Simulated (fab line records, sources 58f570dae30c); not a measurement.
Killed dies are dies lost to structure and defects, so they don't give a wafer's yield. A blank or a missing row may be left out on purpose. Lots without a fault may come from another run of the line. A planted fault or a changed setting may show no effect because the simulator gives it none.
Which tool did it? | flow berkeley_cmos170 | 14 lots, 42 wafers sampled, at 5 steps of a route of 331

WHAT THE GAUGES READ, wafer by wafer
UCB170_PVT_TW_MEAS_09. Usual: PVT_TW 513, standard deviation 4.9.
lot  | measured     | on            | PVT_TW      | flag
L853 | day 7 02:14  | film_metro-03 | 517 515 513 |
L852 | day 7 07:53  | film_metro-02 | 507 508 508 |
L854 | day 7 02:31  | film_metro-02 | 508 508 508 |
L861 | day 8 18:24  | film_metro-03 | 518 519 516 |
L859 | day 8 17:33  | film_metro-02 | 476 476 476 | OFF
L860 | day 8 18:23  | film_metro-04 | 489 489 488 | OFF
L863 | day 9 07:01  | film_metro-02 | 503 503 506 |
L866 | day 9 19:49  | film_metro-02 | 505 508 505 |
L867 | day 10 04:41 | film_metro-04 | 516 514 515 |
L870 | day 10 23:59 | film_metro-03 | 514 513 514 |
L871 | day 11 08:17 | film_metro-03 | 513 513 512 |
L872 | day 11 15:55 | film_metro-03 | 512 513 514 |
L873 | day 11 16:14 | film_metro-02 | 507 505 505 |
L874 | day 12 02:50 | film_metro-03 | 518 517 520 |

UCB170_FIELD_THK_MEAS_91. Usual: FIELD_OXIDE_LEFT_2_THK 350 nm, standard deviation 9.4.
lot  | measured     | on            | FIELD_OXIDE_LEFT_2_THK (nm) | flag
L853 | day 7 02:22  | film_metro-04 | 347 344 342                 |
L852 | day 7 08:01  | film_metro-04 | 357 362 352                 |
L854 | day 7 02:38  | film_metro-03 | 349 344 341                 |
L861 | day 8 18:31  | film_metro-04 | 351 355 363                 |
L859 | day 8 17:48  | film_metro-02 | 354 362 367                 |
L860 | day 8 18:34  | film_metro-04 | 356 356 355                 |
L863 | day 9 07:09  | film_metro-04 | 353 350 349                 |
L866 | day 9 19:57  | film_metro-04 | 357 346 355                 |
L867 | day 10 07:20 | film_metro-04 | 342 340 351                 |
L870 | day 11 00:07 | film_metro-03 | 347 354 361                 |
L871 | day 11 08:25 | film_metro-02 | 338 332 347                 |
L872 | day 11 16:02 | film_metro-04 | 359 351 360                 |
L873 | day 11 16:22 | film_metro-03 | 369 357 359                 |
L874 | day 12 02:58 | film_metro-02 | 346 355 351                 |

UCB170_GATE_THK_MEAS_02. Usual: GATE_OXIDE_THK 6.57 nm, standard deviation 0.12.
lot  | measured     | on            | GATE_OXIDE_THK (nm) | flag
L853 | day 7 10:52  | film_metro-03 | 6.33 6.54 6.48      |
L852 | day 7 10:52  | film_metro-01 | 6.60 6.59 6.70      |
L854 | day 7 10:55  | film_metro-03 | 6.51 6.50 6.51      |
L861 | day 9 01:35  | film_metro-01 | 6.62 6.49 6.39      |
L859 | day 9 01:31  | film_metro-03 | 6.77 6.67 6.69      |
L860 | day 9 01:34  | film_metro-04 | 6.61 6.61 6.62      |
L863 | day 9 13:02  | film_metro-04 | 6.76 6.77 6.65      |
L866 | day 10 03:11 | film_metro-01 | 6.63 6.74 6.60      |
L867 | day 10 12:26 | film_metro-01 | 6.87 6.62 6.82      |
L870 | day 11 06:43 | film_metro-03 | 6.73 6.71 6.66      |
L871 | day 11 16:35 | film_metro-01 | 6.46 6.46 6.54      |
L872 | day 12 00:38 | film_metro-04 | 6.54 6.44 6.52      |
L873 | day 12 00:38 | film_metro-03 | 6.60 6.51 6.49      |
L874 | day 12 10:19 | film_metro-04 | 6.43 6.38 6.43      |

WHICH TOOL RAN EACH LOT (tool, then ch and the chambers of the sampled wafers, then the start)
lot  | UCB170_ACTIVE_ETCH_15              | UCB170_PVT_IMPLANT_07
L853 | rie_diel-01 ch 0,2,3, day 5 07:37  | implanter-03 ch 0, day 7 01:59
L852 | rie_diel-02 ch 0,2,3, day 5 08:07  | implanter-03 ch 0, day 7 07:40
L854 | rie_diel-03 ch 0,1,2, day 5 08:21  | implanter-01 ch 0, day 7 02:16
L861 | rie_diel-01 ch 0,2,3, day 6 21:08  | implanter-04 ch 0, day 8 18:11
L859 | rie_diel-03 ch 0,3, day 6 21:52    | implanter-01 ch 0, day 8 17:18
L860 | rie_diel-02 ch 0,1,2, day 6 22:07  | implanter-01 ch 0, day 8 18:09
L863 | rie_diel-03 ch 0,1,2, day 7 03:35  | implanter-04 ch 0, day 9 06:48
L866 | rie_diel-02 ch 1,3, day 7 23:49    | implanter-04 ch 0, day 9 19:34
L867 | rie_diel-01 ch 0,1,2, day 8 04:26  | implanter-03 ch 0, day 10 04:22
L870 | rie_diel-03 ch 2,3, day 9 01:40    | implanter-04 ch 0, day 10 23:46
L871 | rie_diel-02 ch 1,2, day 9 08:50    | implanter-03 ch 0, day 11 08:02
L872 | rie_diel-02 ch 0,2,3, day 9 15:42  | implanter-01 ch 0, day 11 15:40
L873 | rie_diel-03 ch 1,2,3, day 9 15:54  | implanter-04 ch 0, day 11 15:59
L874 | rie_diel-02 ch 0,1,3, day 10 04:29 | implanter-03 ch 0, day 12 02:35
- UCB170_ACTIVE_ETCH_15: etches Si3N4 in CH3F/Ar/O2, stops on SiO2, target depth 242 nm, time 151 s.
- UCB170_PVT_IMPLANT_07

WHAT THE TOOLS THEMSELVES READ (means of the sampled wafers that have a number; where no wafer has one, the mark that the record gives instead)
UCB170_ACTIVE_ETCH_15. Usual: drypump_motor_current_A 5.9 A, standard deviation 0.48; oes_product_au 0.946 a.u., standard deviation 0.017; throttle_valve_pct 8.04 %, standard deviation 0.13.
lot  | tool        | drypump_motor_current_A (A) | oes_product_au (a.u.) | throttle_valve_pct (%) | flag
L853 | rie_diel-01 | 5.8                         | 0.937                 | 7.99                   |
L852 | rie_diel-02 | 5.8                         | 0.943                 | 8.13                   |
L854 | rie_diel-03 | 6.2                         | 0.946                 | 8.03                   |
L861 | rie_diel-01 | 5.8                         | 0.942                 | 7.99                   |
L859 | rie_diel-03 | 5.9                         | 0.958                 | 7.91                   |
L860 | rie_diel-02 | 5.7                         | 0.940                 | 8.13                   |
L863 | rie_diel-03 | 6.2                         | 0.950                 | 8.03                   |
L866 | rie_diel-02 | 5.5                         | 0.960                 | 8.20                   |
L867 | rie_diel-01 | 5.8                         | 0.945                 | 8.00                   |
L870 | rie_diel-03 | 6.0                         | 0.946                 | 8.02                   |
L871 | rie_diel-02 | 5.8                         | 0.954                 | 8.21                   |
L872 | rie_diel-02 | 5.8                         | 0.946                 | 8.14                   |
L873 | rie_diel-03 | 6.1                         | 0.933                 | 8.00                   |
L874 | rie_diel-02 | 5.3                         | 0.949                 | 8.10                   |

UCB170_PVT_IMPLANT_07. Usual: beam_energy_keV 30.001, standard deviation 0.0086; faraday_current_uA 6.36, standard deviation 0.13.
lot  | tool         | beam_energy_keV | faraday_current_uA | flag
L853 | implanter-03 | 30.002          | 6.38               |
L852 | implanter-03 | 29.996          | 6.26               |
L854 | implanter-01 | 30.000          | 6.25               |
L861 | implanter-04 | 30.000          | 6.38               |
L859 | implanter-01 | 30.005          | 6.38               |
L860 | implanter-01 | 30.010          | 6.35               |
L863 | implanter-04 | 29.996          | 6.30               |
L866 | implanter-04 | 30.011          | 6.30               |
L867 | implanter-03 | 30.000          | 6.34               |
L870 | implanter-04 | 29.984          | 6.29               |
L871 | implanter-03 | 30.005          | 6.32               |
L872 | implanter-01 | 29.999          | 6.49               |
L873 | implanter-04 | 30.006          | 6.38               |
L874 | implanter-03 | 30.011          | 6.30               |

THE ANSWER, worked out from the rows above alone
Rule: a lot is off if the mean of its wafers that have a number lies more than 3 standard deviations from the usual mean. A lot without any number at a reading at which 4 lots or more have one is off too. The other lots that the step has rows for count as sound. The gauges are gone through in route order, then the tools' own readings, and for those a lot's mean is taken as printed above. The first step at which some lot is off is used, and at that step the reading that is off furthest; a lot without a number counts as furthest.
Off: L859, L860, at UCB170_PVT_TW_MEAS_09 (PVT_TW).
A tool fits if, at a process step before that reading, it ran every lot that is off, and no sound lot after the first of them. The gauges at UCB170_PVT_TW_MEAS_09 are tried like those tools. None of those tried fits.

WHAT THE SIMULATOR HAD PUT IN
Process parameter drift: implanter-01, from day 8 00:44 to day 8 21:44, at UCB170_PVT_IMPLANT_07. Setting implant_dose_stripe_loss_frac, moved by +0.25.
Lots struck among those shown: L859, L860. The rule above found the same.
